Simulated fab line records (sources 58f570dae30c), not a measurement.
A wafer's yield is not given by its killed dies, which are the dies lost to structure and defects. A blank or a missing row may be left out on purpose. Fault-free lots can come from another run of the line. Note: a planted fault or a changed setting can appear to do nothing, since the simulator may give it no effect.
Which tool is to blame?	flow berkeley cmos170	36 wafers sampled from 12 lots at 1 step of a route of 331

== WHAT THE GAUGES SHOWED, per wafer ==
The record lacks any reading of a measuring or inspecting step that a usual standard deviation could be used to judge.

== WHICH TOOL RAN EACH LOT (tool, then ch and the chambers of the sampled wafers, then the start) ==
lot	UCB170_GATE_ETCH_15
L475	rie si-01 ch 0,1,3, day 5 23:29
L476	rie si-02 ch 0,2, day 6 07:46
L480	rie si-01 ch 1,2, day 6 19:37
L478	rie si-02 ch 0,1,3, day 6 19:38
L479	rie si-01 ch 1,2, day 6 19:55
L477	rie si-02 ch 0,3, day 6 23:00
L483	rie si-02 ch 1,2,3, day 7 23:40
L488	rie si-02 ch 0,1,3, day 8 18:17
L491	rie si-01 ch 1,2,3, day 9 05:20
L492	rie si-01 ch 0,1, day 9 13:22
L495	rie si-01 ch 0,1,2, day 10 04:11
L497	rie si-01 ch 1,3, day 10 15:10
- UCB170_GATE_ETCH_15: etches poly-Si in HBr/Cl2, stops on SiO2, time 56.3 s, target depth 278.2 nm.

== WHAT THE TOOLS THEMSELVES READ (means of the sampled wafers that have a number; where no wafer has one, the mark that the record gives instead) ==
UCB170_GATE_ETCH_15. Usual: drypump motor current A 5.70 A, standard deviation 0.28; oes product au 0.824 a.u., standard deviation 0.015; run length s 84.6 s, standard deviation 0.4; throttle valve pct 26.49 %, standard deviation 0.22.
lot	tool	drypump motor current A (A)	oes product au (a.u.)	run length s (s)	throttle valve pct (%)	flag
L475	rie si-01	5.80	0.817	84.6	26.41	
L476	rie si-02	5.85	0.825	84.3	26.48	
L480	rie si-01	5.36	0.822	84.6	26.32	
L478	rie si-02	5.76	0.815	84.8	26.54	
L479	rie si-01	5.24	0.820	84.4	26.51	
L477	rie si-02	5.69	0.807	84.9	26.63	
L483	rie si-02	5.90	0.836	84.8	26.42	
L488	rie si-02	5.76	0.870	77.5	26.54	OFF
L491	rie si-01	5.52	0.837	84.6	26.38	
L492	rie si-01	5.65	0.819	84.4	26.34	
L495	rie si-01	5.52	0.825	84.2	26.52	
L497	rie si-01	5.80	0.820	85.0	26.23	

== THE ANSWER, worked out from the rows above alone ==
Rule: lot off if the mean of its wafers having a number is beyond 3 standard deviations from the usual mean. A lot without any number at a reading at which 4 lots or more have one is off too. All remaining lots with rows at the step are treated as sound. First the gauges in route order, then the tools' own readings, where a lot's mean is used as printed above. The first step at which some lot is off is used, and at that step the reading that is off furthest; a lot without a number counts as furthest.
Off at UCB170_GATE_ETCH_15 (run length s): L488.
If a tool, at that step or one of the process steps before it, ran each lot that is off and ran no sound lot following the first of them, it fits. One fits: UCB170_GATE_ETCH_15 on rie si-02. A fault onset in the window from L483 (day 7 23:40, its last sound lot) to L488 (day 8 18:17, its first lot off) fits.
The tool's own readings at UCB170_GATE_ETCH_15 bear it out: on the lots that are off they differ by more than 5 times the standard deviation of the sound lots' means. oes product au reads 0.870 a.u. there against 0.822 a.u. on the sound lots; run length s reads 77.5 s there against 84.6 s on the sound lots.

== WHAT HAD BEEN PUT IN BY THE SIMULATOR ==
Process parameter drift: rie si-02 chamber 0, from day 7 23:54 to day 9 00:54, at UCB170_GATE_ETCH_15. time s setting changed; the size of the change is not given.
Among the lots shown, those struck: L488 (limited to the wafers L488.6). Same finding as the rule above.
